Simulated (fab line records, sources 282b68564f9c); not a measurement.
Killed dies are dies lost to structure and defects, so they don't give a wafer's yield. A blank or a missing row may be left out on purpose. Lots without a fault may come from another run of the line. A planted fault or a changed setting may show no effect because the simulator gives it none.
fab line records | flow rit_cmos
record lots=7 wafers=21 last_day=7
route steps=202 shown GATE@89 REOX@98 NLDD@103 PLDD@114 SPACER@125 M1@202
lots that met no fault: from a run of the same line without faults
start_h: hours from the record's first day to the start of the lot's first wafer shown | wait_h: hours since the lot's step before | " the same as in the row above | L1.1+2: a row that stands for several wafers | - no value, or no start given | * or withheld: withheld | < > ~ a bound
route shown NAME@n: a module of which the file shows steps, and the number in the route of the first | usual: mean/standard deviation of fault-free wafers | same: alike in all rows | chamber/n: place in a boat | sites: the reading at each site | _std_site: their standard deviation | _edge_site: outer sites' mean less inner sites' | radius_mm: how far each site lies from the wafer's centre | mask NAME#n: copy n | behind: the tool/chamber that last shaped the wafer | hold: why the lot was held/for how many hours/how that ended | device: the transistor (n, p or np) that didn't switch | end of line: the same wafers' tests at the end of the route | a step without rows: its recipe alone | killed: dies lost to structure and defects at the first sort, not the wafer's yield | map: a wafer's dies, x killed, . not, _ none there
set.NAME: the setting as run; set.NAME@STEP: as run at that earlier step | model.NAME: the simulator's own value behind a step, which no gauge read
lots at some steps of the route; a table a step, a row a wafer
services: from which hour (start_h, from the record's first day; less than 0 if before it) a tool's chamber was out of use, for how many hours, and why
## steps
# step RIT_GATE_EXPOSE_13
# recipe mask_id=M6 na=0.6 source_shape=conventional sigma_outer=0.6 target_cd_nm=150 dose_mj=380
# step RIT_GATE_PEB_14
# recipe resist=NOVOLAK temp_c=withheld time_s=withheld
# step RIT_GATE_DEVELOP_15
# recipe resist=NOVOLAK develop_time_s=50 dev_temp_c=23
# step RIT_GATE_CD_MEAS_16
# recipe target_cd_nm=150
# usual cd_nm=150.3/2.1
# columns lot.wafer tool chamber start_h wait_h cd_nm
L338.1 cd_sem-02 - 51.96 - 152.6
L338.4 " - " " 151.1
L338.6 " - " " 150.3
L348.1 cd_sem-02 - 110.98 - 151.0
L348.3 " - " " 150.6
L348.5 " - " " 150.3
L349.2 cd_sem-01 - 116.92 - 149.2
L349.4 " - " " 148.7
L349.5 " - " " 150.2
L350.1 cd_sem-01 - 117.41 - 148.3
L350.5 " - " " 149.5
L350.6 " - " " 150.0
L351.2 cd_sem-01 - 121.43 - 147.4
L351.4 " - " " 148.9
L351.6 " - " " 147.5
L352.2 cd_sem-02 - 121.58 - 148.7
L352.4 " - " " 150.2
L352.6 " - " " 149.5
L358.2 cd_sem-02 - 146.15 - 149.8
L358.4 " - " " 149.6
L358.6 " - " " 148.5
# step RIT_GATE_OVL_MEAS_17
# usual GATE_OVL=-1.6/1.4
# columns lot.wafer tool chamber start_h wait_h GATE_OVL[nm]
L338.1 overlay-01 - 52.08 0.1 0.1
L338.4 " - " " -1.1
L338.6 " - " " -0.1
L348.1 overlay-01 - 111.10 0.1 -0.7
L348.3 " - " " -1.9
L348.5 " - " " -1.8
L349.2 overlay-02 - 117.03 0.1 -1.0
L349.4 " - " " -2.0
L349.5 " - " " -2.2
L350.1 overlay-02 - 117.53 0.1 -2.1
L350.5 " - " " -0.4
L350.6 " - " " -0.1
L351.2 overlay-02 - 121.54 0.1 -3.4
L351.4 " - " " -2.6
L351.6 " - " " -2.0
L352.2 overlay-01 - 121.68 0.1 0.9
L352.4 " - " " -1.3
L352.6 " - " " -0.8
L358.2 overlay-02 - 146.26 0.1 -1.7
L358.4 " - " " -2.2
L358.6 " - " " -2.7
# step RIT_GATE_HARDBAKE_18
# recipe resist=NOVOLAK temp_c=140 time_s=60
# step RIT_GATE_ETCH_19
# recipe chemistry=SF6/CHF3/O2 time_s=165 SF6_flow_sccm=30 CHF3_flow_sccm=30 O2_flow_sccm=5 target=poly-Si pressure_mtorr=40 rf_w=160 target_depth_a=3125 over_etch_frac=0.25 stop_on=SiO2
# usual drypump_motor_current_A=5.9/0.51 he_backside_leak_sccm=2.7/0.33 oes_product_au=0.847/0.014 throttle_valve_pct=10.21/0.16
# columns lot.wafer tool chamber start_h wait_h drypump_motor_current_A he_backside_leak_sccm oes_product_au rf_hours_counter_h throttle_valve_pct
L338.1 rie_si-01 3 52.27 0.1 5.5 3.0 0.851 3 10.19
L338.4 " 0 " " 5.4 2.6 0.849 70 10.48
L338.6 " 0 " " 5.4 2.6 0.848 - 10.48
L348.1 rie_si-02 1 111.29 0.1 5.5 2.9 0.855 119 10.24
L348.3 " 0 " " 5.9 2.3 0.838 0 10.07
L348.5 " 0 " " 5.8 2.4 0.847 - 10.06
L349.2 rie_si-02 3 117.41 0.1 5.4 2.7 0.821 143 10.16
L349.4 " 2 " " 6.7 2.6 0.823 81 10.29
L349.5 " 0 " " 5.8 2.2 0.829 - 10.08
L350.1 rie_si-01 3 117.87 0.1 5.5 3.4 0.859 3 10.19
L350.5 " 0 " " 5.5 2.5 0.852 - 10.48
L350.6 " 1 " " 5.8 2.7 0.862 - 10.37
L351.2 rie_si-02 0 121.89 0.1 5.8 2.2 0.851 0 10.07
L351.4 " 2 " " 6.7 2.5 0.825 81 10.28
L351.6 " 0 " " 5.8 2.2 0.841 - 10.07
L352.2 rie_si-01 1 121.96 0.1 5.8 2.6 0.863 97 10.37
L352.4 " 2 " " 6.7 2.7 0.854 1 9.92
L352.6 " 2 " " 6.8 2.9 0.840 - 9.90
L358.2 rie_si-01 3 146.48 0.1 5.5 3.0 0.851 4 10.19
L358.4 " 2 " " 6.7 2.8 0.854 2 9.90
L358.6 " 0 " " 5.5 2.6 0.860 - 10.49
# step RIT_GATE_STRIP_20
# recipe chemistry=O2 time_s=180 resist=NOVOLAK platen_temp_c=withheld power_w=500 pressure_mtorr=4000 o2_flow_sccm=4000
# usual drypump_motor_current_A=5.7/0.45 rf_refl_power_W=6.7/1
# columns lot.wafer tool chamber start_h wait_h drypump_motor_current_A rf_hours_counter_h rf_refl_power_W
L338.1 plasma_asher-04 1 52.38 0.1 4.9 43 6.5
L338.4 " 1 " " 4.9 - 6.3
L338.6 " 0 " " 5.5 - 6.2
L348.1 plasma_asher-01 1 111.40 0.1 5.7 27 6.7
L348.3 " 0 " " 6.0 - 8.8
L348.5 " 0 " " 6.0 - 8.9
L349.2 plasma_asher-04 1 117.52 0.1 4.9 50 6.6
L349.4 " 0 " " 5.5 - 5.3
L349.5 " 1 " " 4.9 - 6.1
L350.1 plasma_asher-02 1 117.98 0.1 6.4 47 6.1
L350.5 " 1 " " 6.3 - 5.9
L350.6 " 0 " " 5.7 - 6.6
L351.2 plasma_asher-04 0 122.00 0.1 5.5 51 6.2
L351.4 " 1 " " 4.9 - 6.0
L351.6 " 0 " " 5.5 - 6.1
L352.2 plasma_asher-01 1 122.06 0.1 5.7 29 6.6
L352.4 " 0 " " 6.0 - 8.8
L352.6 " 1 " " 5.7 - 6.6
L358.2 plasma_asher-01 0 146.59 0.1 6.0 32 8.8
L358.4 " 0 " " 6.0 - 8.6
L358.6 " 0 " " 6.0 - 8.6
# step RIT_GATE_CD_MEAS_90
# recipe target_cd_nm=150
# usual cd_nm=150.4/2.2
# columns lot.wafer tool chamber start_h wait_h cd_nm
L338.1 cd_sem-01 - 52.55 0.1 152.7
L338.4 " - " " 151.4
L338.6 " - " " 150.5
L348.1 cd_sem-02 - 111.57 0.1 150.5
L348.3 " - " " 150.6
L348.5 " - " " 150.5
L349.2 cd_sem-02 - 117.71 0.1 149.7
L349.4 " - " " 149.2
L349.5 " - " " 150.9
L350.1 cd_sem-01 - 118.16 0.1 148.4
L350.5 " - " " 149.8
L350.6 " - " " 149.7
L351.2 cd_sem-02 - 122.19 0.1 147.2
L351.4 " - " " 149.1
L351.6 " - " " 147.6
L352.2 cd_sem-01 - 122.26 0.1 149.6
L352.4 " - " " 150.0
L352.6 " - " " 149.6
L358.2 cd_sem-01 - 146.78 0.1 149.3
L358.4 " - " " 149.8
L358.6 " - " " 148.0
# step RIT_REOX_CLEAN_00
# recipe chemistry=SC1 mix=3:3:50 time_s=600 temp_c=75
# step RIT_REOX_CLEAN_01
# recipe chemistry=dHF dilution=50:1 time_s=30
# step RIT_REOX_CLEAN_02
# recipe chemistry=SC2 mix=3:3:50 time_s=600 temp_c=75 dry=n2_spin
# step RIT_REOX_OXIDATION_03
# recipe temp_c=900 ambient=O2 target_thk_a=252 ox_time_s=5580
# usual spike_tc_centre_C=902.0/1.5 spike_tc_load_C=924/3.3 spike_tc_source_C=923/4.1 tube_center_temp_C=900/0.083 tube_center_temp_C_max=902.3/0.36
# same ox_time_s=5580
# columns lot.wafer tool chamber start_h wait_h spike_tc_centre_C spike_tc_load_C spike_tc_source_C tube_center_temp_C tube_center_temp_C_max model.SiO2_of_REOX_OXIDATION_03.thk_nm
L338.1 furnace-04 0 62.46 9.4 901.4 924 927 900.05 902.5 25.34
L338.4 " 0 " " 901.4 924 925 899.99 902.2 25.26
L338.6 " 0 " " 901.2 924 926 900.04 902.9 25.1
L348.1 furnace-01 0 112.72 0.7 901.9 919 918 899.91 901.9 25.85
L348.3 " 0 " " 900.4 919 915 900.02 902.4 25.43
L348.5 " 0 " " 900.9 918 917 900.06 902.0 26.16
L349.2 furnace-04 0 118.91 0.3 916.8 942 942 915.06 916.7 29.58
L349.4 " 0 " " 914.9 941 944 915.1 917.3 29.41
L349.5 " 0 " " 915.6 941 942 914.9 916.9 29.51
L350.1 furnace-04 0 118.91 0.3 915.7 940 941 914.88 917.2 29.4
L350.5 " 0 " " 916.3 940 942 914.86 916.9 29.29
L350.6 " 0 " " 916.1 942 942 914.93 916.9 29.18
L351.2 furnace-03 0 122.76 0.1 904.0 929 927 900.03 902.4 25.23
L351.4 " 0 " " 902.8 930 927 900.05 902.1 25.68
L351.6 " 0 " " 902.2 928 925 899.93 901.8 25.49
L352.2 furnace-04 0 122.90 0.0 915.5 940 941 915.03 917.4 29.06
L352.4 " 0 " " 915.6 941 943 915.05 917.1 29.67
L352.6 " 0 " " 916.4 942 940 914.91 917.4 28.99
L358.2 furnace-01 0 147.50 0.3 902.6 920 919 900.04 901.8 24.91
L358.4 " 0 " " 901.9 920 919 900 902.6 25.01
L358.6 " 0 " " 901.7 920 918 900.12 901.7 24.8
# step RIT_REOX_THK_MEAS_04
# recipe reads=SiO2_of_REOX_OXIDATION_03
# usual REOX_OXIDE_THK=25.3/0.37
# columns lot.wafer tool chamber start_h wait_h REOX_OXIDE_THK[nm]
L338.1 film_metro-04 - 65.01 0.0 25.3
L338.4 " - " " 25.2
L338.6 " - " " 25.1
L348.1 film_metro-04 - 115.27 0.0 25.8
L348.3 " - " " 25.4
L348.5 " - " " 26.1
L350.1 film_metro-04 - 121.46 0.0 29.4
L350.5 " - " " 29.3
L350.6 " - " " 29.2
L349.2 film_metro-01 - 121.47 0.0 29.6
L349.4 " - " " 29.4
L349.5 " - " " 29.6
L351.2 film_metro-04 - 125.32 0.0 25.2
L351.4 " - " " 25.7
L351.6 " - " " 25.5
L352.2 film_metro-04 - 125.46 0.0 29.1
L352.4 " - " " 29.6
L352.6 " - " " 29.0
L358.2 film_metro-03 - 150.06 0.0 24.9
L358.4 " - " " 25.0
L358.6 " - " " 24.8
# step RIT_NLDD_HMDS_00
# recipe prime_time_s=60 prime_temp_c=140
# step RIT_NLDD_COAT_01
# recipe resist=NOVOLAK spin_rpm=3250 resist_thk_nm=1000
# step RIT_NLDD_SOFTBAKE_02
# recipe resist=NOVOLAK temp_c=90 time_s=60
# step RIT_NLDD_EXPOSE_03
# recipe mask_id=M7 na=0.57 target_cd_nm=40700 dose_mj=250
# step RIT_NLDD_PEB_04
# recipe resist=NOVOLAK temp_c=withheld time_s=withheld
# step RIT_NLDD_DEVELOP_05
# recipe resist=NOVOLAK develop_time_s=50 dev_temp_c=23
# step RIT_NLDD_OVL_MEAS_06
# usual NLDD_OVL=-0.4/1.4
# columns lot.wafer tool chamber start_h wait_h NLDD_OVL[nm]
L338.1 overlay-01 - 65.92 - -0.7
L338.4 " - " " 0.0
L338.6 " - " " -2.8
L348.1 overlay-01 - 116.53 - 0.4
L348.3 " - " " -0.2
L348.5 " - " " 1.5
L349.2 overlay-01 - 122.50 - -0.7
L349.4 " - " " -0.5
L349.5 " - " " 0.1
L350.1 overlay-02 - 122.78 - 1.0
L350.5 " - " " -1.7
L350.6 " - " " -1.1
L351.2 overlay-02 - 126.41 - -0.8
L351.4 " - " " 0.2
L351.6 " - " " 1.6
L352.2 overlay-01 - 126.65 - -0.6
L352.4 " - " " -1.5
L352.6 " - " " -2.3
L358.2 overlay-02 - 151.14 - -0.5
L358.4 " - " " -1.9
L358.6 " - " " -2.0
# step RIT_NLDD_HARDBAKE_07
# recipe resist=NOVOLAK temp_c=140 time_s=60
# step RIT_NLDD_IMPLANT_08
# recipe species=P energy_kev=20 dose_cm2=5e+14 tilt_deg=7
# step RIT_NLDD_STRIP_09
# recipe chemistry=O2 time_s=180 resist=NOVOLAK platen_temp_c=withheld power_w=500 pressure_mtorr=4000 o2_flow_sccm=4000
# usual drypump_motor_current_A=5.4/0.45 rf_refl_power_W=6.5/0.87
# columns lot.wafer tool chamber start_h wait_h drypump_motor_current_A rf_hours_counter_h rf_refl_power_W
L338.1 plasma_asher-03 0 66.25 0.1 5.7 41 6.5
L338.4 " 0 " " 5.7 - 6.4
L338.6 " 1 " " 4.7 - 5.7
L348.1 plasma_asher-04 1 116.93 0.1 4.9 50 6.4
L348.3 " 1 " " 4.9 - 5.9
L348.5 " 1 " " 4.9 - 6.3
L349.2 plasma_asher-03 1 122.95 0.1 4.7 1 6.3
L349.4 " 0 " " 5.7 - 6.4
L349.5 " 0 " " 5.7 - 6.3
L350.1 plasma_asher-04 1 123.34 0.1 4.9 51 6.7
L350.5 " 0 " " 5.5 - 6.0
L350.6 " 1 " " 4.9 - 6.0
L351.2 plasma_asher-03 0 126.74 0.1 5.7 1 6.4
L351.4 " 1 " " 4.7 - 5.8
L351.6 " 0 " " 5.7 - 6.5
L352.2 plasma_asher-04 1 126.98 0.1 4.9 52 5.9
L352.4 " 1 " " 4.9 - 5.8
L352.6 " 0 " " 5.5 - 6.0
L358.2 plasma_asher-01 1 151.47 0.1 5.7 33 6.1
L358.4 " 0 " " 6.0 - 8.7
L358.6 " 1 " " 5.7 - 5.5
# step RIT_NLDD_TW_MEAS_10
# usual NLDD_TW=2502/27
# columns lot.wafer tool chamber start_h wait_h NLDD_TW
L338.1 film_metro-02 - 66.43 0.1 2514
L338.4 " - " " 2520
L338.6 " - " " 2517
L348.1 film_metro-02 - 117.11 0.1 2531
L348.3 " - " " 2523
L348.5 " - " " 2534
L349.2 film_metro-03 - 123.14 0.1 2526
L349.4 " - " " 2530
L349.5 " - " " 2536
L350.1 film_metro-03 - 123.52 0.1 2528
L350.5 " - " " 2508
L350.6 " - " " 2514
L351.2 film_metro-02 - 126.92 0.1 2519
L351.4 " - " " 2507
L351.6 " - " " 2535
L352.2 film_metro-02 - 127.17 0.1 2513
L352.4 " - " " 2520
L352.6 " - " " 2509
L358.2 film_metro-03 - 151.65 0.1 2480
L358.4 " - " " 2471
L358.6 " - " " 2482
# step RIT_PLDD_HMDS_00
# recipe prime_time_s=60 prime_temp_c=140
# step RIT_PLDD_COAT_01
# recipe resist=NOVOLAK spin_rpm=3250 resist_thk_nm=1000
# step RIT_PLDD_SOFTBAKE_02
# recipe resist=NOVOLAK temp_c=90 time_s=60
# step RIT_PLDD_EXPOSE_03
# recipe mask_id=M8 na=0.57 target_cd_nm=40900 dose_mj=250
# step RIT_PLDD_PEB_04
# recipe resist=NOVOLAK temp_c=withheld time_s=withheld
# step RIT_PLDD_DEVELOP_05
# recipe resist=NOVOLAK develop_time_s=50 dev_temp_c=23
# step RIT_PLDD_OVL_MEAS_06
# usual PLDD_OVL=0.8/1.4
# columns lot.wafer tool chamber start_h wait_h PLDD_OVL[nm]
L338.1 overlay-02 - 67.46 - 2.5
L338.4 " - " " 2.2
L338.6 " - " " 3.1
L348.1 overlay-01 - 118.14 - 2.2
L348.3 " - " " 2.3
L348.5 " - " " 0.7
L349.2 overlay-02 - 124.63 - -1.8
L349.4 " - " " 0.3
L349.5 " - " " -2.1
L350.1 overlay-02 - 125.19 - 0.7
L350.5 " - " " 0.1
L350.6 " - " " 0.3
L351.2 overlay-01 - 127.96 - 0.3
L351.4 " - " " -1.9
L351.6 " - " " -1.2
L352.2 overlay-02 - 128.30 - 1.3
L352.4 " - " " 3.5
L352.6 " - " " 2.3
L358.2 overlay-01 - 152.56 - -1.5
L358.4 " - " " 1.2
L358.6 " - " " -0.7
# step RIT_PLDD_HARDBAKE_07
# recipe resist=NOVOLAK temp_c=140 time_s=60
# step RIT_PLDD_IMPLANT_08
# recipe species=BF2 energy_kev=20 dose_cm2=9e+14 tilt_deg=7
# step RIT_PLDD_STRIP_09
# recipe chemistry=O2 time_s=180 resist=NOVOLAK platen_temp_c=withheld power_w=500 pressure_mtorr=4000 o2_flow_sccm=4000
# usual drypump_motor_current_A=5.5/0.54 rf_refl_power_W=6.2/0.3
# columns lot.wafer tool chamber start_h wait_h drypump_motor_current_A rf_hours_counter_h rf_refl_power_W
L338.1 plasma_asher-02 1 67.80 0.1 6.4 42 6.1
L338.4 " 1 " " 6.4 - 6.2
L338.6 " 1 " " 6.4 - 6.0
L348.1 plasma_asher-03 1 118.48 0.1 4.7 0 5.8
L348.3 " 0 " " 5.7 - 6.5
L348.5 " 0 " " 5.7 - 6.4
L349.2 plasma_asher-04 1 125.32 0.1 4.9 51 6.1
L349.4 " 0 " " 5.5 - 5.8
L349.5 " 1 " " 4.9 - 5.5
L350.1 plasma_asher-02 1 125.53 0.1 6.4 48 6.3
L350.5 " 1 " " 6.4 - 6.2
L350.6 " 0 " " 5.7 - 6.3
L351.2 plasma_asher-04 1 128.42 0.1 4.9 52 6.0
L351.4 " 1 " " 4.9 - 6.3
L351.6 " 1 " " 4.9 - 6.4
L352.2 plasma_asher-03 0 128.88 0.1 5.7 2 6.5
L352.4 " 0 " " 5.7 - 6.5
L352.6 " 0 " " 5.7 - 6.5
L358.2 plasma_asher-04 1 152.89 0.1 4.9 55 6.3
L358.4 " 0 " " 5.5 - 5.7
L358.6 " 1 " " 4.9 - 6.1
# step RIT_PLDD_TW_MEAS_10
# usual PLDD_TW=2342/24
# columns lot.wafer tool chamber start_h wait_h PLDD_TW
L338.1 film_metro-01 - 67.97 0.1 2329
L338.4 " - " " 2334
L338.6 " - " " 2337
L348.1 film_metro-01 - 118.65 0.1 2322
L348.3 " - " " 2329
L348.5 " - " " 2324
L349.2 film_metro-02 - 125.51 0.1 2367
L349.4 " - " " 2379
L349.5 " - " " 2369
L350.1 film_metro-02 - 125.70 0.1 2373
L350.5 " - " " 2375
L350.6 " - " " 2368
L351.2 film_metro-01 - 128.60 0.1 2321
L351.4 " - " " 2322
L351.6 " - " " 2312
L352.2 film_metro-03 - 129.07 0.1 2374
L352.4 " - " " 2367
L352.6 " - " " 2379
L358.2 film_metro-03 - 153.07 0.1 2337
L358.4 " - " " 2348
L358.6 " - " " 2358
# step RIT_SPACER_CLEAN_00
# recipe chemistry=SC1 mix=3:3:50 time_s=600 temp_c=75
# columns lot.wafer tool chamber start_h wait_h model.SiO2_of_REOX_OXIDATION_03.thk_nm
L338.1 wet_bench-02 1 68.03 0.1 23.38
L338.4 " 1 " " 23.31
L338.6 " 1 " " 23.16
L348.1 wet_bench-04 2 118.71 0.1 23.89
L348.3 " 2 " " 23.5
L348.5 " 2 " " 24.18
L349.2 wet_bench-04 3 125.56 0.0 27.29
L349.4 " 3 " " 27.11
L349.5 " 3 " " 27.21
L350.1 wet_bench-02 0 125.76 0.1 27.12
L350.5 " 0 " " 27
L350.6 " 0 " " 26.91
L351.2 wet_bench-03 1 128.65 0.0 23.26
L351.4 " 1 " " 23.68
L351.6 " 1 " " 23.49
L352.2 wet_bench-02 2 129.12 0.0 26.83
L352.4 " 2 " " 27.38
L352.6 " 2 " " 26.77
L358.2 wet_bench-02 2 153.12 0.0 22.96
L358.4 " 2 " " 23.05
L358.6 " 2 " " 22.86
# step RIT_SPACER_CLEAN_01
# recipe chemistry=dHF dilution=50:1 time_s=30
# step RIT_M1_PROBE_99
# usual killed_at_contacts=0.1/0.23 killed_at_front_end=6.7/2.9 killed_dies=6.8/2.9 killed_open=3.5/2.1 killed_short=3.2/1.9
# same gross_dies=264 killed_at_M0_to_M3=0 killed_at_M4_up=0 killed_at_back_side=0 killed_at_other=0
# columns lot.wafer tool chamber start_h wait_h killed_at_contacts killed_at_front_end killed_dies killed_open killed_short
L338.1 prober-02 - 81.34 0.1 0 8 8 4 3
L338.4 prober-02 - 81.49 0.2 1 11 12 5 6
L338.6 prober-02 - 81.59 0.2 0 12 12 7 4
L351.2 prober-01 - 143.23 0.1 0 5 5 3 2
L351.4 prober-01 - 143.33 0.2 0 4 4 0 4
L351.6 prober-01 - 143.43 0.2 0 5 5 3 2
# killed by level:class
L338.1 GATE:geometric_particle:open=2 REOX:geometric_particle:short=2 FOX2:geometric_particle:open=1 REOX:geometric_particle:open=1 SILICIDE:geometric_particle:short=1 NSD:coat_microbubble_printed=1
L338.4 GATE:geometric_particle:open=3 GATE:geometric_particle:short=3 SILICIDE:geometric_particle:short=2 FOX1:geometric_particle:open=1 SPACER:geometric_particle:short=1 SILICIDE:geometric_particle:open=1 CONTACT:coat_microbubble_printed=1
L338.6 FOX1:geometric_particle:open=3 GATE:geometric_particle:short=3 GATE:geometric_particle:open=3 SILICIDE:geometric_particle:open=1 SILICIDE:geometric_particle:short=1 NSD:coat_microbubble_printed=1
L351.2 FOX1:geometric_particle:short=2 FOX1:geometric_particle:open=2 FOX2:geometric_particle:open=1
L351.4 FOX1:geometric_particle:short=1 GATE:geometric_particle:short=1 REOX:geometric_particle:short=1 SPACER:geometric_particle:short=1
L351.6 FOX2:geometric_particle:short=1 GATE:geometric_particle:open=1 REOX:geometric_particle:open=1 SILICIDE:geometric_particle:open=1 SILICIDE:geometric_particle:short=1
## services
# columns tool chamber start_h hours kind
furnace-04 - 29.39 4.1 pm
rie_si-02 1 48.87 6.1 repair
rie_si-02 - 51.93 14.6 pm
plasma_asher-01 - 52.31 4.0 repair
furnace-03 - 54.34 3.5 pm
rie_si-01 - 58.00 0.2 repair
plasma_asher-01 - 64.14 1.0 repair
furnace-01 - 75.16 19.3 repair
rie_si-02 0 87.19 - clean
rie_si-02 0 87.19 17.2 scheduled_down
rie_si-02 0 87.19 17.2 vent_cycle
furnace-01 - 94.50 2.9 pm
wet_bench-03 - 95.28 17.3 repair
furnace-03 - 98.00 2.9 pm
plasma_asher-01 - 98.66 2.8 pm
furnace-03 - 99.99 10.3 repair
plasma_asher-03 - 108.88 9.0 pm
plasma_asher-03 0 108.88 9.0 vent_cycle
plasma_asher-03 1 108.88 9.0 vent_cycle
plasma_asher-03 0 117.88 - clean
plasma_asher-03 1 117.88 - clean
rie_si-02 3 140.74 - clean
rie_si-02 3 140.74 25.1 scheduled_down
rie_si-02 3 140.74 25.1 vent_cycle
## key
first_sign step=RIT_REOX_OXIDATION_03 reading=tube_center_temp_C direction=up sigmas=99+ usual=* struck=*
effect step=RIT_REOX_OXIDATION_03 reading=tube_center_temp_C_max direction=up sigmas=41 usual=* struck=*
effect step=RIT_REOX_THK_MEAS_04 reading=REOX_OXIDE_THK direction=up sigmas=11 usual=25.3 struck=29.4
model_effect step=RIT_REOX_OXIDATION_03 value=SiO2_of_REOX_OXIDATION_03.thk_nm without=25.21 struck=29.34
model_effect step=RIT_SPACER_CLEAN_00 value=SiO2_of_REOX_OXIDATION_03.thk_nm without=23.25 struck=27.07
met_at RIT_REOX_OXIDATION_03
struck_wafers L349.2,L349.4,L349.5,L350.1,L350.5,L350.6,L352.2,L352.4,L352.6
tester_left_out L349,L350,L352
fault kind=process_parameter_drift tool=furnace-04 chamber=- onset_h=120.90 steps=RIT_REOX_OXIDATION_03 channel=temp_c offset=* shape=step end_h=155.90 acts_in=* stated=*
# tester_left_out: of these lots the tester's yield and bins aren't shown, on N5 and GAA mostly nor the transistor test; their killed dies are dies lost to structure and defects alone, not to doping, threshold or leakage, so they don't give the yield
